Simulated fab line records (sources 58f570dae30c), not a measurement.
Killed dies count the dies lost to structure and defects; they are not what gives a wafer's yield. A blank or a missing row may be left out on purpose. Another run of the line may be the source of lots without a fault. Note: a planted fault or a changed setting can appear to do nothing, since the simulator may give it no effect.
Which of the tools did it? + flow berkeley-cmos170 + 14 lots, 42 wafers sampled, at 4 steps of a route of 331

== WHAT THE GAUGES SHOWED, per wafer ==
UCB170_START_BOW_MEAS_00.
| lot  | measured    | on            | INCOMING_BOW (um) |
|------|-------------|---------------|-------------------|
| L269 | day 1 10:00 | film-metro-01 | -11 -5 -3         |
| L270 | day 1 15:00 | film-metro-01 | -6 21 -7          |
| L272 | day 2 01:00 | film-metro-03 | 4 -5 -17          |
| L274 | day 2 11:01 | film-metro-03 | -7 -2 6           |
| L275 | day 2 16:01 | film-metro-02 | -3 -3 -8          |
| L276 | day 2 21:00 | film-metro-03 | 5 -4 0            |
| L279 | day 3 12:01 | film-metro-01 | -2 4 -1           |
| L281 | day 3 22:02 | film-metro-02 | 3 -2 -1           |
| L285 | day 4 18:01 | film-metro-02 | 2 9 14            |
| L286 | day 4 23:00 | film-metro-01 | 1 3 3             |
| L287 | day 5 04:02 | film-metro-01 | 0 0 -8            |
| L288 | day 5 09:01 | film-metro-02 | -4 -1 9           |
| L289 | day 5 14:00 | film-metro-01 | 6 1 3             |
| L292 | day 6 05:00 | film-metro-01 | 16 2 -1           |

UCB170_NWELL_TW_MEAS_16.
| lot  | measured    | on            | NWELL_TW       |
|------|-------------|---------------|----------------|
| L269 | day 2 16:16 | film-metro-02 | 1240 1246 1242 |
| L270 | day 2 16:23 | film-metro-04 | 1250 1246 1250 |
| L272 | day 2 23:53 | film-metro-02 | 1242 1244 1247 |
| L274 | day 3 20:38 | film-metro-02 | 1248 1247 1245 |
| L275 | day 3 20:52 | film-metro-04 | 1264 1261 1261 |
| L276 | day 3 23:14 | film-metro-04 | 1260 1260 1266 |
| L279 | day 4 15:13 | film-metro-03 | 1200 1198 1199 |
| L281 | day 5 00:06 | film-metro-02 | 1218 1216 1209 |
| L285 | day 5 17:36 | film-metro-02 | 1252 1243 1241 |
| L286 | day 6 07:56 | film-metro-03 | 1225 1227 1223 |
| L287 | day 6 08:13 | film-metro-03 | 1221 1220 1221 |
| L288 | day 6 16:23 | film-metro-02 | 1241 1242 1249 |
| L289 | day 6 21:05 | film-metro-02 | 1242 1250 1245 |
| L292 | day 7 08:12 | film-metro-03 | 1230 1229 1223 |

UCB170_PWELL_OVL_MEAS_13.
| lot  | measured    | on         | PWELL_OVL (nm) |
|------|-------------|------------|----------------|
| L269 | day 3 11:43 | overlay-02 | -3 -7 -4       |
| L270 | day 3 11:58 | overlay-01 | 13 8 11        |
| L272 | day 3 21:52 | overlay-02 | 5 12 10        |
| L274 | day 4 18:26 | overlay-02 | -5 -5 -4       |
| L275 | day 4 18:20 | overlay-01 | -2 -3 -8       |
| L276 | day 4 17:43 | overlay-01 | -4 1 -1        |
| L279 | day 5 12:30 | overlay-02 | 3 5 6          |
| L281 | day 5 21:05 | overlay-01 | 7 5 3          |
| L285 | day 6 13:05 | overlay-02 | 0 1 -1         |
| L286 | day 7 03:45 | overlay-01 | -7 -6 -5       |
| L287 | day 7 04:17 | overlay-01 | -3 -1 3        |
| L288 | day 7 14:59 | overlay-01 | -4 3 4         |
| L289 | day 7 15:16 | overlay-02 | -7 -5 -7       |
| L292 | day 7 23:33 | overlay-02 | 11 16 13       |

== EACH LOT AND THE TOOL THAT RAN IT (in order: tool; ch and the chambers of the sampled wafers; start) ==
| lot  | UCB170_NWELL_IMPLANT_14        |
|------|--------------------------------|
| L269 | implanter-03 ch 0, day 2 16:01 |
| L270 | implanter-02 ch 0, day 2 16:08 |
| L272 | implanter-02 ch 0, day 2 23:38 |
| L274 | implanter-04 ch 0, day 3 20:24 |
| L275 | implanter-03 ch 0, day 3 20:38 |
| L276 | implanter-04 ch 0, day 3 22:59 |
| L279 | implanter-04 ch 0, day 4 14:59 |
| L281 | implanter-04 ch 0, day 4 23:53 |
| L285 | implanter-02 ch 0, day 5 17:22 |
| L286 | implanter-03 ch 0, day 6 07:41 |
| L287 | implanter-02 ch 0, day 6 07:59 |
| L288 | implanter-03 ch 0, day 6 16:09 |
| L289 | implanter-02 ch 0, day 6 20:50 |
| L292 | implanter-02 ch 0, day 7 07:57 |
- UCB170_NWELL_IMPLANT_14

== WHAT THE TOOLS THEMSELVES READ (means of the sampled wafers that have a number; where no wafer has one, the mark that the record gives instead) ==
UCB170_NWELL_IMPLANT_14.
| lot  | tool         | dose-ions-cm2 | faraday-current-uA |
|------|--------------|---------------|--------------------|
| L269 | implanter-03 | 9.990e+12     | 31.9               |
| L270 | implanter-02 | 1.000e+13     | 31.8               |
| L272 | implanter-02 | 1.000e+13     | 31.3               |
| L274 | implanter-04 | 9.994e+12     | 31.9               |
| L275 | implanter-03 | 1.000e+13     | 30.9               |
| L276 | implanter-04 | 9.997e+12     | 32.5               |
| L279 | implanter-04 | 9.199e+12     | 29.0               |
| L281 | implanter-04 | 9.197e+12     | 29.6               |
| L285 | implanter-02 | 9.997e+12     | 31.8               |
| L286 | implanter-03 | 1.001e+13     | 31.8               |
| L287 | implanter-02 | 1.001e+13     | 31.7               |
| L288 | implanter-03 | 1.001e+13     | 31.7               |
| L289 | implanter-02 | 1.000e+13     | 31.4               |
| L292 | implanter-02 | 9.995e+12     | 31.6               |

== THE ANSWER, worked out from the rows above alone ==
Rule: the lots themselves supply what counts as usual. Put in order of their means at a reading, lots are off if they are a third of the lots or fewer, leave a main group of 4 or more, and stand apart from it by a gap of 3 or more times the standard deviation of the main group's means; of several such gaps the widest counts. Not used: any main group whose means are identical at the precision the tables above print for the reading. Also off: a lot with no number at a reading for which 4 or more lots have one. Any other lot the step has rows for is counted as sound. Order of review: gauges by route order, followed by the tools' own readings, for which a lot's mean as printed above is used. The first step at which some lot is off is used, and at that step the reading that is off furthest; a lot without a number counts as furthest.
Off at UCB170_NWELL_IMPLANT_14 (dose-ions-cm2): L279, L281. Mean 1.000e+13 and standard deviation 6.3e+09 in the main group.
A tool fits if, at that step or a process step before it, it ran every lot that is off, and no sound lot after the first of them. One fits: implanter-04 at UCB170_NWELL_IMPLANT_14. A fault onset in the window from L276 (day 3 22:59, its last sound lot) to L279 (day 4 14:59, its first lot off) fits.
The tool's own readings at UCB170_NWELL_IMPLANT_14 bear it out: on the lots that are off they differ by more than 5 times the standard deviation of the sound lots' means. dose-ions-cm2 reads 9.198e+12 there against 1.000e+13 on the sound lots; faraday-current-uA reads 29.3 there against 31.7 on the sound lots.

== WHAT HAD BEEN PUT IN BY THE SIMULATOR ==
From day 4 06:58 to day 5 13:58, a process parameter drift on implanter-04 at UCB170_NWELL_IMPLANT_14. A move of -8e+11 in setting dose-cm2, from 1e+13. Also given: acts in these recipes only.
Lots struck among those shown: L279, L281. The same result came from the rule above.
